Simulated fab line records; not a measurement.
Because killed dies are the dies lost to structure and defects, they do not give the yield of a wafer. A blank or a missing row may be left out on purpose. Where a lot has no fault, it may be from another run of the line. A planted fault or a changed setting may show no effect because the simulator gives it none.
What tool caused it? / flow rit_cmos / 42 wafers from 14 lots sampled at 6 of the route's 202 steps

## WHAT EACH GAUGE READ, for each wafer
RIT_NWELL_TW_MEAS_10.
lot=L520; measured=day 2 02:15; on=film_metro-04; NWELL_TW=2119 2118 2128
lot=L521; measured=day 2 07:46; on=film_metro-01; NWELL_TW=2154 2167 2160
lot=L522; measured=day 2 13:16; on=film_metro-02; NWELL_TW=2120 2110 2113
lot=L523; measured=day 2 17:12; on=film_metro-02; NWELL_TW=2115 2121 2123
lot=L525; measured=day 3 02:52; on=film_metro-02; NWELL_TW=2120 2107 2112
lot=L526; measured=day 3 08:20; on=film_metro-01; NWELL_TW=2155 2161 2163
lot=L528; measured=day 3 18:51; on=film_metro-02; NWELL_TW=2108 2114 2128
lot=L529; measured=day 3 22:47; on=film_metro-02; NWELL_TW=2114 2113 2122
lot=L530; measured=day 4 04:00; on=film_metro-01; NWELL_TW=2163 2158 2160
lot=L531; measured=day 4 08:48; on=film_metro-02; NWELL_TW=2110 2121 2116
lot=L532; measured=day 4 14:14; on=film_metro-04; NWELL_TW=2125 2128 2115
lot=L533; measured=day 4 19:17; on=film_metro-04; NWELL_TW=2414 2405 2404
lot=L535; measured=day 5 05:39; on=film_metro-02; NWELL_TW=2428 2414 2415
lot=L537; measured=day 5 15:56; on=film_metro-04; NWELL_TW=2119 2117 2109

RIT_WELLDRIVE_RS_MEAS_01: the measuring method here is four-point-probe.
lot=L520; measured=day 2 09:14; on=film_metro-04; NWELL_RS (ohm/sq)=274.4 275.0 274.8
lot=L521; measured=day 2 14:35; on=film_metro-01; NWELL_RS (ohm/sq)=275.9 275.6 275.5
lot=L522; measured=day 2 19:58; on=film_metro-01; NWELL_RS (ohm/sq)=275.6 275.9 276.1
lot=L523; measured=day 3 00:10; on=film_metro-02; NWELL_RS (ohm/sq)=274.6 275.1 275.1
lot=L525; measured=day 3 09:42; on=film_metro-01; NWELL_RS (ohm/sq)=276.5 276.1 277.0
lot=L526; measured=day 3 15:09; on=film_metro-01; NWELL_RS (ohm/sq)=275.1 275.5 275.1
lot=L528; measured=day 4 01:40; on=film_metro-04; NWELL_RS (ohm/sq)=275.8 275.7 275.8
lot=L529; measured=day 4 06:25; on=film_metro-04; NWELL_RS (ohm/sq)=275.7 276.2 276.0
lot=L530; measured=day 4 11:31; on=film_metro-01; NWELL_RS (ohm/sq)=274.5 274.7 274.9
lot=L531; measured=day 4 16:33; on=film_metro-01; NWELL_RS (ohm/sq)=275.8 275.6 276.8
lot=L532; measured=day 4 21:50; on=film_metro-02; NWELL_RS (ohm/sq)=275.2 274.7 275.9
lot=L533; measured=day 5 02:55; on=film_metro-02; NWELL_RS (ohm/sq)=217.2 217.0 216.7
lot=L535; measured=day 5 12:59; on=film_metro-01; NWELL_RS (ohm/sq)=216.1 216.8 217.2
lot=L537; measured=day 5 22:46; on=film_metro-01; NWELL_RS (ohm/sq)=275.6 276.4 276.5

RIT_NLDD_OVL_MEAS_06.
lot=L520; measured=day 2 21:40; on=overlay-01; NLDD_OVL (nm)=-0.3 -0.4 -1.8
lot=L521; measured=day 3 04:08; on=overlay-01; NLDD_OVL (nm)=-0.4 0.1 0.8
lot=L522; measured=day 3 09:41; on=overlay-01; NLDD_OVL (nm)=-1.9 -2.2 -0.7
lot=L523; measured=day 3 14:08; on=overlay-01; NLDD_OVL (nm)=0.3 -0.4 0.1
lot=L525; measured=day 3 22:25; on=overlay-02; NLDD_OVL (nm)=-1.2 -1.7 -0.2
lot=L526; measured=day 4 05:21; on=overlay-01; NLDD_OVL (nm)=-1.9 -1.4 -1.1
lot=L528; measured=day 4 14:23; on=overlay-02; NLDD_OVL (nm)=-2.3 -1.0 -2.4
lot=L529; measured=day 4 20:03; on=overlay-01; NLDD_OVL (nm)=-1.4 0.2 2.2
lot=L530; measured=day 5 00:03; on=overlay-01; NLDD_OVL (nm)=-1.8 -2.2 0.6
lot=L531; measured=day 5 08:53; on=overlay-01; NLDD_OVL (nm)=-2.2 -0.3 -1.0
lot=L532; measured=day 5 10:50; on=overlay-02; NLDD_OVL (nm)=-2.7 -1.6 -1.6
lot=L533; measured=day 5 15:51; on=overlay-01; NLDD_OVL (nm)=-1.8 -0.7 -1.6
lot=L535; measured=day 6 02:16; on=overlay-01; NLDD_OVL (nm)=-2.5 -0.5 -1.8
lot=L537; measured=day 6 12:56; on=overlay-02; NLDD_OVL (nm)=2.6 1.3 2.8

RIT_NLDD_TW_MEAS_10.
lot=L520; measured=day 2 22:11; on=film_metro-03; NLDD_TW=2487 2488 2488
lot=L521; measured=day 3 04:39; on=film_metro-03; NLDD_TW=2495 2471 2484
lot=L522; measured=day 3 10:12; on=film_metro-04; NLDD_TW=2451 2436 2438
lot=L523; measured=day 3 14:38; on=film_metro-03; NLDD_TW=2499 2486 2496
lot=L525; measured=day 3 22:56; on=film_metro-04; NLDD_TW=2448 2454 2450
lot=L526; measured=day 4 05:52; on=film_metro-04; NLDD_TW=2453 2458 2465
lot=L528; measured=day 4 14:55; on=film_metro-02; NLDD_TW=2456 2451 2452
lot=L529; measured=day 4 20:34; on=film_metro-03; NLDD_TW=2483 2486 2478
lot=L530; measured=day 5 00:34; on=film_metro-04; NLDD_TW=2457 2462 2463
lot=L531; measured=day 5 09:24; on=film_metro-02; NLDD_TW=2472 2455 2481
lot=L532; measured=day 5 11:28; on=film_metro-04; NLDD_TW=2455 2445 2463
lot=L533; measured=day 5 16:22; on=film_metro-02; NLDD_TW=2484 2450 2461
lot=L535; measured=day 6 02:46; on=film_metro-03; NLDD_TW=2496 2496 2501
lot=L537; measured=day 6 13:27; on=film_metro-03; NLDD_TW=2490 2491 2482

## EACH LOT AND THE TOOL THAT RAN IT (in order: tool; ch and the chambers of the sampled wafers; start)
lot=L520; RIT_ACTIVE_STRIP_14=plasma_asher-02 ch 0,1, day 1 20:02; RIT_NWELL_IMPLANT_08=implanter-01 ch 0, day 2 01:58
lot=L521; RIT_ACTIVE_STRIP_14=plasma_asher-02 ch 0,1, day 2 00:50; RIT_NWELL_IMPLANT_08=implanter-04 ch 0, day 2 07:26
lot=L522; RIT_ACTIVE_STRIP_14=plasma_asher-04 ch 0,1, day 2 05:50; RIT_NWELL_IMPLANT_08=implanter-02 ch 0, day 2 12:58
lot=L523; RIT_ACTIVE_STRIP_14=plasma_asher-04 ch 0,1, day 2 11:15; RIT_NWELL_IMPLANT_08=implanter-01 ch 0, day 2 16:53
lot=L525; RIT_ACTIVE_STRIP_14=plasma_asher-01 ch 0,1, day 2 20:58; RIT_NWELL_IMPLANT_08=implanter-01 ch 0, day 3 02:34
lot=L526; RIT_ACTIVE_STRIP_14=plasma_asher-01 ch 0,1, day 3 02:02; RIT_NWELL_IMPLANT_08=implanter-01 ch 0, day 3 08:00
lot=L528; RIT_ACTIVE_STRIP_14=plasma_asher-01 ch 0,1, day 3 12:41; RIT_NWELL_IMPLANT_08=implanter-04 ch 0, day 3 18:31
lot=L529; RIT_ACTIVE_STRIP_14=plasma_asher-04 ch 0,1, day 3 16:52; RIT_NWELL_IMPLANT_08=implanter-02 ch 0, day 3 22:28
lot=L530; RIT_ACTIVE_STRIP_14=plasma_asher-04 ch 0,1, day 3 21:54; RIT_NWELL_IMPLANT_08=implanter-04 ch 0, day 4 03:43
lot=L531; RIT_ACTIVE_STRIP_14=plasma_asher-01 ch 0,1, day 4 02:50; RIT_NWELL_IMPLANT_08=implanter-02 ch 0, day 4 08:29
lot=L532; RIT_ACTIVE_STRIP_14=plasma_asher-04 ch 0,1, day 4 08:02; RIT_NWELL_IMPLANT_08=implanter-02 ch 0, day 4 13:56
lot=L533; RIT_ACTIVE_STRIP_14=plasma_asher-01 ch 0,1, day 4 12:54; RIT_NWELL_IMPLANT_08=implanter-02 ch 0, day 4 18:59
lot=L535; RIT_ACTIVE_STRIP_14=plasma_asher-02 ch 0,1, day 4 22:50; RIT_NWELL_IMPLANT_08=implanter-02 ch 0, day 5 05:20
lot=L537; RIT_ACTIVE_STRIP_14=plasma_asher-04 ch 0,1, day 5 08:54; RIT_NWELL_IMPLANT_08=implanter-04 ch 0, day 5 15:38
- RIT_ACTIVE_STRIP_14: strips in O2, time 180 s.
- RIT_NWELL_IMPLANT_08

## WHAT THE TOOLS THEMSELVES READ (means of the sampled wafers that have a number; where no wafer has one, the mark that the record gives instead)
RIT_ACTIVE_STRIP_14.
lot=L520; tool=plasma_asher-02; drypump_motor_current_A (A)=5.8; o2_flow_sccm (sccm)=4002
lot=L521; tool=plasma_asher-02; drypump_motor_current_A (A)=5.7; o2_flow_sccm (sccm)=3995
lot=L522; tool=plasma_asher-04; drypump_motor_current_A (A)=6.0; o2_flow_sccm (sccm)=4008
lot=L523; tool=plasma_asher-04; drypump_motor_current_A (A)=6.2; o2_flow_sccm (sccm)=4008
lot=L525; tool=plasma_asher-01; drypump_motor_current_A (A)=5.7; o2_flow_sccm (sccm)=4011
lot=L526; tool=plasma_asher-01; drypump_motor_current_A (A)=5.5; o2_flow_sccm (sccm)=4010
lot=L528; tool=plasma_asher-01; drypump_motor_current_A (A)=5.7; o2_flow_sccm (sccm)=3994
lot=L529; tool=plasma_asher-04; drypump_motor_current_A (A)=6.3; o2_flow_sccm (sccm)=3997
lot=L530; tool=plasma_asher-04; drypump_motor_current_A (A)=6.0; o2_flow_sccm (sccm)=4004
lot=L531; tool=plasma_asher-01; drypump_motor_current_A (A)=5.4; o2_flow_sccm (sccm)=3978
lot=L532; tool=plasma_asher-04; drypump_motor_current_A (A)=6.0; o2_flow_sccm (sccm)=3998
lot=L533; tool=plasma_asher-01; drypump_motor_current_A (A)=5.7; o2_flow_sccm (sccm)=4003
lot=L535; tool=plasma_asher-02; drypump_motor_current_A (A)=5.3; o2_flow_sccm (sccm)=3993
lot=L537; tool=plasma_asher-04; drypump_motor_current_A (A)=6.0; o2_flow_sccm (sccm)=3988

RIT_NWELL_IMPLANT_08.
lot=L520 tool=implanter-01 dose_ions_cm2=5e+13 faraday_current_uA=158
lot=L521 tool=implanter-04 dose_ions_cm2=5e+13 faraday_current_uA=156
lot=L522 tool=implanter-02 dose_ions_cm2=5e+13 faraday_current_uA=159
lot=L523 tool=implanter-01 dose_ions_cm2=5e+13 faraday_current_uA=157
lot=L525 tool=implanter-01 dose_ions_cm2=5e+13 faraday_current_uA=157
lot=L526 tool=implanter-01 dose_ions_cm2=5e+13 faraday_current_uA=162
lot=L528 tool=implanter-04 dose_ions_cm2=5e+13 faraday_current_uA=158
lot=L529 tool=implanter-02 dose_ions_cm2=5e+13 faraday_current_uA=161
lot=L530 tool=implanter-04 dose_ions_cm2=5e+13 faraday_current_uA=162
lot=L531 tool=implanter-02 dose_ions_cm2=5e+13 faraday_current_uA=161
lot=L532 tool=implanter-02 dose_ions_cm2=5e+13 faraday_current_uA=159
lot=L533 tool=implanter-02 dose_ions_cm2=7e+13 faraday_current_uA=235
lot=L535 tool=implanter-02 dose_ions_cm2=7e+13 faraday_current_uA=233
lot=L537 tool=implanter-04 dose_ions_cm2=5e+13 faraday_current_uA=161

## THE ANSWER, worked out from the rows above alone
Rule: the usual values come from the lots themselves. The widest of any qualifying gaps counts: lots, ordered by their means at a reading, are off when they make up no more than a third of the lots, leave a main group of 4 or more, and stand apart from it by 3 or more times the standard deviation of that group's means. A main group is skipped when, at the precision printed for the reading in the tables above, its means are all equal. Also off: a lot with no number at a reading for which 4 or more lots have one. Any other lot the step has rows for is counted as sound. First the gauges in route order, then the tools' own readings, where a lot's mean is used as printed above. At the first step where some lot is off, the reading lying furthest off is the one used; lots without a number count as furthest.
Off: L533, L535, seen at RIT_NWELL_TW_MEAS_10 (NWELL_TW). Main group: mean 2128, sd 19.
A tool fits if, at a process step before that reading, it ran every lot that is off, and no sound lot after the first of them. Not tried: the gauges at RIT_NWELL_TW_MEAS_10; whatever is off there is also off at RIT_NWELL_IMPLANT_08, on other tools, and gauge error can't account for it. One fits: implanter-02 at RIT_NWELL_IMPLANT_08. A fault onset in the window from L532 (day 4 13:56, its last sound lot) to L533 (day 4 18:59, its first lot off) fits.
The tool's own readings at RIT_NWELL_IMPLANT_08 bear it out: on the lots that are off they differ by more than 5 times the standard deviation of the sound lots' means. dose_ions_cm2 reads 7e+13 there against 5e+13 on the sound lots; faraday_current_uA reads 234 there against 159 on the sound lots.

## WHAT THE SIMULATOR HAD INSERTED
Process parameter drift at RIT_NWELL_IMPLANT_08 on implanter-02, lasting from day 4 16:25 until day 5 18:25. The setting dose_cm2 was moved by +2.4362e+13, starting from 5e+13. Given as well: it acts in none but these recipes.
Struck lots among those shown: L533, L535. The rule given above showed the same thing.
